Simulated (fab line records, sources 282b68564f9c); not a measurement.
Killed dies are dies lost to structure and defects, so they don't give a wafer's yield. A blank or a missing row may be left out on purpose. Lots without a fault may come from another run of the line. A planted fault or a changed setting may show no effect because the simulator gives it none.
fab line records | flow rit_cmos
record lots=13 wafers=39 last_day=8
route steps=202 shown PWELL@52 NRETRO@59 GATE@85 M1@202
lots that met no fault: from a run of the same line without faults
start_h: hours from the record's first day to the start of the lot's first wafer shown | wait_h: hours since the lot's step before | " the same as in the row above | L1.1+2: a row that stands for several wafers | - no value, or no start given | * or withheld: withheld | < > ~ a bound
route shown NAME@n: a module of which the file shows steps, and the number in the route of the first | usual: mean/standard deviation of fault-free wafers | same: alike in all rows | chamber/n: place in a boat | sites: the reading at each site | _std_site: their standard deviation | _edge_site: outer sites' mean less inner sites' | radius_mm: how far each site lies from the wafer's centre | mask NAME#n: copy n | behind: the tool/chamber that last shaped the wafer | hold: why the lot was held/for how many hours/how that ended | device: the transistor (n, p or np) that didn't switch | end of line: the same wafers' tests at the end of the route | a step without rows: its recipe alone | killed: dies lost to structure and defects at the first sort, not the wafer's yield | map: a wafer's dies, x killed, . not, _ none there
set.NAME: the setting as run; set.NAME@STEP: as run at that earlier step | model.NAME: the simulator's own value behind a step, which no gauge read
steps of the route over a sample of lots; a table a step, a row a wafer
services: from which hour (start_h, from the record's first day; less than 0 if before it) a tool's chamber was out of use, for how many hours, and why
## steps
# step RIT_WELLDRIVE_RS_MEAS_02
# recipe thk_meas_gauge=four-point-probe
# usual PWELL_RS=429.4/1.3
# columns lot.wafer tool chamber start_h wait_h PWELL_RS[ohm/sq]
L748.1 film_metro-03 - 31.62 0.1 430.2
L748.5 " - " " 430.2
L748.6 " - " " 430.6
L749.2 film_metro-04 - 35.69 0.1 430.1
L749.4 " - " " 430.5
L749.6 " - " " 430.6
L751.2 film_metro-03 - 44.53 0.1 428.7
L751.3 " - " " 430.3
L751.4 " - " " 428.0
L752.3 film_metro-04 - 51.05 0.1 431.1
L752.5 " - " " 430.1
L752.6 " - " " 430.7
L755.3 film_metro-03 - 71.58 0.1 428.5
L755.5 " - " " 427.1
L755.6 " - " " 427.7
L759.1 film_metro-04 - 95.59 0.1 429.3
L759.2 " - " " 429.4
L759.6 " - " " 429.5
L758.3 film_metro-03 - 95.63 0.1 429.6
L758.4 " - " " 428.0
L758.5 " - " " 429.4
L761.3 film_metro-03 - 108.69 0.1 429.9
L761.5 " - " " 428.6
L761.6 " - " " 428.2
L763.2 film_metro-03 - 115.32 0.1 429.1
L763.4 " - " " 430.6
L763.6 " - " " 429.7
L764.1 film_metro-02 - 120.83 0.1 426.0
L764.2 " - " " 426.9
L764.5 " - " " 428.5
L768.2 film_metro-02 - 134.36 0.1 430.2
L768.3 " - " " 431.9
L768.4 " - " " 430.5
L770.3 film_metro-03 - 147.97 0.1 429.7
L770.4 " - " " 430.3
L770.5 " - " " 431.4
L771.2 film_metro-03 - 149.38 0.1 429.6
L771.4 " - " " 429.3
L771.5 " - " " 429.2
# step RIT_NRETRO_OVL_MEAS_06
# usual NRETRO_OVL=0.7/1.4
# columns lot.wafer tool chamber start_h wait_h NRETRO_OVL[nm]
L748.1 overlay-02 - 32.62 - 0.6
L748.5 " - " " -0.3
L748.6 " - " " 1.2
L749.2 overlay-02 - 36.97 - 0.5
L749.4 " - " " 1.8
L749.6 " - " " -0.9
L751.2 overlay-02 - 45.64 - -0.1
L751.3 " - " " -1.6
L751.4 " - " " -1.2
L752.3 overlay-02 - 52.14 - 1.2
L752.5 " - " " 0.6
L752.6 " - " " 1.7
L755.3 overlay-01 - 72.77 - -2.4
L755.5 " - " " -1.2
L755.6 " - " " -1.0
L759.1 overlay-02 - 96.72 - -1.8
L759.2 " - " " -2.5
L759.6 " - " " -3.2
L758.3 overlay-01 - 97.06 - 2.6
L758.4 " - " " 1.7
L758.5 " - " " 0.7
L761.3 overlay-02 - 110.03 - 4.9
L761.5 " - " " 2.6
L761.6 " - " " 2.4
L763.2 overlay-01 - 116.30 - 2.0
L763.4 " - " " 0.0
L763.6 " - " " 1.6
L764.1 overlay-01 - 121.99 - 0.1
L764.2 " - " " 0.4
L764.5 " - " " 1.7
L768.2 overlay-02 - 135.89 - 1.0
L768.3 " - " " 2.5
L768.4 " - " " 1.1
L770.3 overlay-01 - 149.10 - -0.5
L770.4 " - " " -0.4
L770.5 " - " " -0.5
L771.2 overlay-01 - 150.50 - 0.6
L771.4 " - " " 2.0
L771.5 " - " " 0.9
# step RIT_GATE_THK_MEAS_09
# recipe reads=poly-Si_of_GATE_CVD_08
# usual GATE_POLY_THK=256.3/2.4
# columns lot.wafer tool chamber start_h wait_h GATE_POLY_THK[nm]
L748.1 film_metro-03 - 38.98 0.0 254.1
L748.5 " - " " 254.6
L748.6 " - " " 255.7
L749.2 film_metro-03 - 46.27 0.0 252.3
L749.4 " - " " 252.5
L749.6 " - " " 253.7
L751.2 film_metro-03 - 55.31 0.0 261.6
L751.3 " - " " 261.5
L751.4 " - " " 261.2
L752.3 film_metro-02 - 66.10 0.0 254.1
L752.5 " - " " 255.1
L752.6 " - " " 257.2
L755.3 film_metro-01 - 89.03 0.0 256.8
L755.5 " - " " 254.7
L755.6 " - " " 254.1
L759.1 film_metro-03 - 111.77 0.0 260.2
L759.2 " - " " 257.8
L759.6 " - " " 258.7
L758.3 film_metro-01 - 111.79 0.0 261.0
L758.4 " - " " 259.6
L758.5 " - " " 258.6
L761.3 film_metro-01 - 123.74 0.0 256.5
L761.5 " - " " 258.0
L761.6 " - " " 256.6
L763.2 film_metro-02 - 127.66 0.0 257.6
L763.4 " - " " 259.3
L763.6 " - " " 257.5
L764.1 film_metro-03 - 131.18 0.0 254.2
L764.2 " - " " 256.3
L764.5 " - " " 254.5
L768.2 film_metro-01 - 146.63 0.0 254.8
L768.3 " - " " 252.6
L768.4 " - " " 253.8
L771.2 film_metro-03 - 158.39 0.0 254.2
L771.4 " - " " 256.3
L771.5 " - " " 253.3
L770.3 film_metro-02 - 158.40 0.0 255.4
L770.4 " - " " 256.4
L770.5 " - " " 257.3
# step RIT_GATE_EXPOSE_13
# recipe mask_id=M6 na=0.6 source_shape=conventional sigma_outer=0.6 target_cd_nm=150 dose_mj=380
# columns lot.wafer tool chamber start_h wait_h mask
L748.1+5+6 iline_stepper-02 0 39.62 0.2 M6#0
L749.2+4+6 iline_stepper-02 0 46.82 0.1 M6#0
L751.2+3+4 iline_stepper-02 0 55.83 0.1 M6#0
L752.3+5+6 iline_stepper-01 0 66.76 0.2 M6#0
L755.3+5+6 iline_stepper-01 0 89.74 0.3 M6#0
L758.3+4+5 iline_stepper-01 0 112.59 0.2 M6#0
L759.1+2+6 iline_stepper-01 0 112.67 0.3 M6#0
L761.3+5+6 iline_stepper-01 0 124.76 0.4 M6_R1#0
L763.2+4+6 iline_stepper-01 0 128.18 0.1 M6#0
L764.1+2+5 iline_stepper-02 0 131.94 0.3 M6#0
L768.2+3+4 iline_stepper-01 0 147.28 0.2 M6#0
L770.3+4+5 iline_stepper-02 0 159.00 0.2 M6#0
L771.2+4+5 iline_stepper-01 0 159.35 0.2 M6#0
# step RIT_GATE_CD_MEAS_16
# recipe target_cd_nm=150
# usual cd_nm=149.9/2.2
# columns lot.wafer tool chamber start_h wait_h cd_nm
L748.1 cd_sem-01 - 40.01 - 152.7
L748.5 " - " " 152.6
L748.6 " - " " 150.2
L749.2 cd_sem-02 - 47.22 - 151.0
L749.4 " - " " 151.5
L749.6 " - " " 150.5
L751.2 cd_sem-02 - 56.23 - 149.5
L751.3 " - " " 151.0
L751.4 " - " " 150.0
L752.3 cd_sem-02 - 67.16 - 151.6
L752.5 " - " " 152.1
L752.6 " - " " 151.8
L755.3 cd_sem-02 - 90.23 - 145.7
L755.5 " - " " 145.0
L755.6 " - " " 144.5
L758.3 cd_sem-01 - 113.00 - 151.2
L758.4 " - " " 152.5
L758.5 " - " " 151.2
L759.1 cd_sem-02 - 113.10 - 150.9
L759.2 " - " " 151.3
L759.6 " - " " 148.2
L761.3 cd_sem-01 - 125.17 - 128.2
L761.5 " - " " 129.0
L761.6 " - " " 124.3
L763.2 cd_sem-02 - 128.58 - 152.0
L763.4 " - " " 149.3
L763.6 " - " " 150.5
L764.1 cd_sem-01 - 132.50 - 150.9
L764.2 " - " " 148.8
L764.5 " - " " 149.1
L768.2 cd_sem-02 - 147.68 - 150.8
L768.3 " - " " 151.4
L768.4 " - " " 151.8
L770.3 cd_sem-02 - 159.66 - 151.2
L770.4 " - " " 148.2
L770.5 " - " " 149.0
L771.2 cd_sem-01 - 159.79 - 147.6
L771.4 " - " " 148.3
L771.5 " - " " 145.7
# step RIT_M1_PROBE_99
# usual killed_at_contacts=0.1/0.29 killed_at_front_end=7/3.1 killed_dies=7/3.1 killed_open=3.4/1.9 killed_short=3.6/2.1
# same gross_dies=264 killed_at_M0_to_M3=0 killed_at_M4_up=0 killed_at_back_side=0 killed_at_other=0
# columns lot.wafer tool chamber start_h wait_h killed_at_contacts killed_at_front_end killed_dies killed_open killed_short
L748.1 prober-01 - 62.54 0.1 0 11 11 6 5
L748.5 prober-01 - 62.74 0.2 0 11 11 6 5
L748.6 prober-01 - 62.79 0.2 0 7 7 1 6
L749.2 prober-02 - 71.58 0.1 0 7 7 2 5
L749.4 prober-02 - 71.68 0.2 0 3 3 3 0
L749.6 prober-02 - 71.78 0.2 0 8 8 5 3
L751.2 prober-02 - 79.90 0.1 0 10 10 5 5
L751.3 prober-02 - 79.95 0.2 0 7 7 2 5
L751.4 prober-02 - 80.00 0.2 0 8 8 4 4
L752.3 prober-01 - 90.43 0.2 0 12 12 6 6
L752.5 prober-01 - 90.53 0.2 0 6 6 2 4
L752.6 prober-01 - 90.58 0.2 0 5 5 2 3
L755.3 prober-02 - 115.03 0.2 0 8 8 3 5
L755.5 prober-02 - 115.13 0.2 0 6 6 5 1
L755.6 prober-02 - 115.18 0.2 0 5 5 3 2
L758.3 prober-01 - 137.77 0.2 0 2 2 1 1
L758.4 prober-01 - 137.82 0.2 0 8 8 3 5
L758.5 prober-01 - 137.87 0.2 0 8 8 4 4
L759.1 prober-01 - 143.91 0.1 1 2 3 2 1
L759.2 prober-01 - 143.96 0.1 0 11 11 7 4
L759.6 prober-01 - 144.16 0.2 1 15 16 5 11
L761.3 prober-01 - 149.26 0.2 0 49 49 2 4
L761.5 prober-01 - 149.36 0.2 0 53 53 3 2
L761.6 prober-01 - 149.41 0.2 0 119 119 4 4
L763.2 prober-02 - 155.07 0.1 0 5 5 4 1
L763.4 prober-02 - 155.17 0.2 0 7 7 4 3
L763.6 prober-02 - 155.27 0.2 0 5 5 3 2
L764.1 prober-02 - 158.40 0.1 0 9 9 3 5
L764.2 prober-02 - 158.45 0.1 0 6 6 1 4
L764.5 prober-02 - 158.60 0.2 0 11 11 6 3
L768.2 prober-02 - 169.79 0.1 1 4 5 0 5
L768.3 prober-02 - 169.84 0.2 0 10 10 5 5
L768.4 prober-02 - 169.89 0.2 0 9 9 3 6
L771.2 prober-02 - 181.70 0.1 0 2 2 0 2
L771.4 prober-02 - 181.80 0.2 0 6 6 3 3
L771.5 prober-02 - 181.85 0.2 0 0 0 0 0
L770.3 prober-01 - 183.25 0.2 0 12 12 3 9
L770.4 prober-01 - 183.30 0.2 0 8 8 5 3
L770.5 prober-01 - 183.35 0.2 0 2 2 1 1
# killed by level:class
L748.1 GATE:geometric_particle:short=5 GATE:geometric_particle:open=3 FOX2:geometric_particle:open=2 FOX1:geometric_particle:open=1
L748.5 FOX1:geometric_particle:short=2 GATE:geometric_particle:short=2 GATE:geometric_particle:open=2 REOX:geometric_particle:open=2 FOX1:geometric_particle:open=1 SPACER:geometric_particle:open=1 SPACER:geometric_particle:short=1
L748.6 GATE:geometric_particle:short=3 REOX:geometric_particle:short=2 FOX2:geometric_particle:short=1 GATE:geometric_particle:open=1
L749.2 GATE:geometric_particle:open=2 GATE:geometric_particle:short=2 FOX2:geometric_particle:short=1 SPACER:geometric_particle:short=1 SILICIDE:geometric_particle:short=1
L749.4 GATE:geometric_particle:open=2 SILICIDE:geometric_particle:open=1
L749.6 SILICIDE:geometric_particle:open=3 SILICIDE:geometric_particle:short=2 GATE:geometric_particle:open=1 REOX:geometric_particle:open=1 SPACER:geometric_particle:short=1
L751.2 GATE:geometric_particle:short=4 GATE:geometric_particle:open=2 FOX1:geometric_particle:short=1 REOX:geometric_particle:open=1 SPACER:geometric_particle:open=1 SILICIDE:geometric_particle:open=1
L751.3 REOX:geometric_particle:short=3 GATE:geometric_particle:short=1 SPACER:geometric_particle:open=1 SILICIDE:geometric_particle:open=1 SILICIDE:geometric_particle:short=1
L751.4 GATE:geometric_particle:short=3 GATE:geometric_particle:open=3 REOX:geometric_particle:short=1 SILICIDE:geometric_particle:open=1
L752.3 GATE:geometric_particle:short=3 GATE:geometric_particle:open=2 SILICIDE:geometric_particle:short=2 SILICIDE:geometric_particle:open=2 FOX1:geometric_particle:open=1 FOX1:geometric_particle:short=1 REOX:geometric_particle:open=1
L752.5 REOX:geometric_particle:short=2 FOX1:geometric_particle:short=1 FOX1:geometric_particle:open=1 REOX:geometric_particle:open=1 SILICIDE:geometric_particle:short=1
L752.6 GATE:geometric_particle:short=2 FOX1:geometric_particle:open=1 FOX1:geometric_particle:short=1 SILICIDE:geometric_particle:open=1
L755.3 GATE:geometric_particle:short=2 FOX1:geometric_particle:short=1 FOX2:geometric_particle:open=1 FOX2:geometric_particle:short=1 GATE:geometric_particle:open=1 SILICIDE:geometric_particle:open=1 SILICIDE:geometric_particle:short=1
L755.5 FOX1:geometric_particle:open=3 FOX2:geometric_particle:open=1 GATE:geometric_particle:open=1 REOX:geometric_particle:short=1
L755.6 GATE:geometric_particle:open=3 FOX1:geometric_particle:short=1 FOX2:geometric_particle:short=1
L758.3 GATE:geometric_particle:short=1 GATE:geometric_particle:open=1
L758.4 REOX:geometric_particle:short=2 REOX:geometric_particle:open=2 FOX2:geometric_particle:short=1 GATE:geometric_particle:open=1 GATE:geometric_particle:short=1 SILICIDE:geometric_particle:short=1
L758.5 GATE:geometric_particle:open=3 SPACER:geometric_particle:short=3 GATE:geometric_particle:short=1 REOX:geometric_particle:open=1
L759.1 REOX:geometric_particle:open=1 SILICIDE:geometric_particle:short=1 CONTACT:geometric_particle:open=1
L759.2 REOX:geometric_particle:open=3 GATE:geometric_particle:open=2 SILICIDE:geometric_particle:short=2 FOX2:geometric_particle:open=1 GATE:geometric_particle:short=1 REOX:geometric_particle:short=1 SILICIDE:geometric_particle:open=1
L759.6 FOX2:geometric_particle:short=5 REOX:geometric_particle:short=2 FOX1:geometric_particle:short=1 FOX2:geometric_particle:open=1 GATE:geometric_particle:open=1 GATE:geometric_particle:short=1 REOX:geometric_particle:open=1 SPACER:geometric_particle:open=1
L761.3 GATE:area_expose=43 REOX:geometric_particle:short=2 GATE:geometric_particle:short=1 GATE:geometric_particle:open=1 SILICIDE:geometric_particle:open=1 SILICIDE:geometric_particle:short=1
L761.5 GATE:area_expose=48 GATE:geometric_particle:open=2 FOX1:geometric_particle:short=1 FOX1:geometric_particle:open=1 SPACER:geometric_particle:short=1
L761.6 GATE:area_expose=111 GATE:geometric_particle:short=3 GATE:geometric_particle:open=2 REOX:geometric_particle:open=1 SILICIDE:geometric_particle:open=1 SILICIDE:geometric_particle:short=1
L763.2 GATE:geometric_particle:open=2 FOX1:geometric_particle:open=1 SPACER:geometric_particle:open=1 SPACER:geometric_particle:short=1
L763.4 FOX1:geometric_particle:open=3 SPACER:geometric_particle:short=2 GATE:geometric_particle:short=1 SPACER:geometric_particle:open=1
L763.6 GATE:geometric_particle:open=3 SPACER:geometric_particle:short=2
L764.1 REOX:geometric_particle:short=4 FOX1:geometric_particle:open=2 FOX1:geometric_particle:short=1 SILICIDE:geometric_particle:open=1 PLDD:coat_microbubble_printed=1
L764.2 GATE:geometric_particle:short=4 GATE:geometric_particle:open=1 PLDD:coat_microbubble_printed=1
L764.5 GATE:geometric_particle:open=3 SPACER:geometric_particle:open=2 FOX1:geometric_particle:short=1 GATE:geometric_particle:short=1 REOX:geometric_particle:open=1 SPACER:geometric_particle:short=1 PWELL:coat_microbubble_printed=1 PLDD:coat_microbubble_printed=1
L768.2 GATE:geometric_particle:short=2 FOX2:geometric_particle:short=1 SILICIDE:geometric_particle:short=1 CONTACT:geometric_particle:short=1
L768.3 FOX1:geometric_particle:short=3 GATE:geometric_particle:open=2 GATE:geometric_particle:short=2 FOX1:geometric_particle:open=1 FOX2:geometric_particle:open=1 SILICIDE:geometric_particle:open=1
L768.4 GATE:geometric_particle:short=3 SPACER:geometric_particle:short=2 SILICIDE:geometric_particle:open=2 GATE:geometric_particle:open=1 SILICIDE:geometric_particle:short=1
L771.2 FOX1:geometric_particle:short=1 GATE:geometric_particle:short=1
L771.4 GATE:geometric_particle:open=2 GATE:geometric_particle:short=2 SILICIDE:geometric_particle:short=1 SILICIDE:geometric_particle:open=1
L770.3 GATE:geometric_particle:short=3 FOX2:geometric_particle:short=2 SPACER:geometric_particle:short=2 FOX1:geometric_particle:open=1 FOX1:geometric_particle:short=1 GATE:geometric_particle:open=1 SILICIDE:geometric_particle:open=1 SILICIDE:geometric_particle:short=1
L770.4 SILICIDE:geometric_particle:open=2 GATE:geometric_particle:short=2 FOX2:geometric_particle:open=1 GATE:geometric_particle:open=1 SPACER:geometric_particle:open=1 SILICIDE:geometric_particle:short=1
L770.5 FOX1:geometric_particle:short=1 GATE:geometric_particle:open=1
## services
# columns tool chamber start_h hours kind
iline_stepper-01 - 119.14 1.7 pm
iline_stepper-02 0 132.60 - calibration
iline_stepper-01 0 135.13 - calibration
## key
first_sign step=RIT_GATE_EXPOSE_13 reading=mask direction=changed
effect step=RIT_GATE_CD_MEAS_16 reading=cd_nm direction=down sigmas=10 usual=149.9 struck=127.2
effect step=RIT_M1_PROBE_99 reading=killed_at_front_end direction=up sigmas=22 usual=7 struck=74
more_kills_born_at RIT_GATE_EXPOSE_13@iline_stepper-01=202
met_at RIT_GATE_EXPOSE_13
struck_lots L761
tester_left_out L761
not_acting_at RIT_WELLDRIVE_RS_MEAS_02,RIT_NRETRO_OVL_MEAS_06,RIT_GATE_THK_MEAS_09
onset_between 112.67 124.76
fault kind=wrong_mask tool=any chamber=- onset_h=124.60 steps=RIT_GATE_EXPOSE_13 aux_copy=M6_R1#0 cd_offset_nm=-22 scope=struck_lots_only
# tester_left_out: of these lots the tester's yield and bins aren't shown, on N5 and GAA mostly nor the transistor test; their killed dies are dies lost to structure and defects alone, not to doping, threshold or leakage, so they don't give the yield
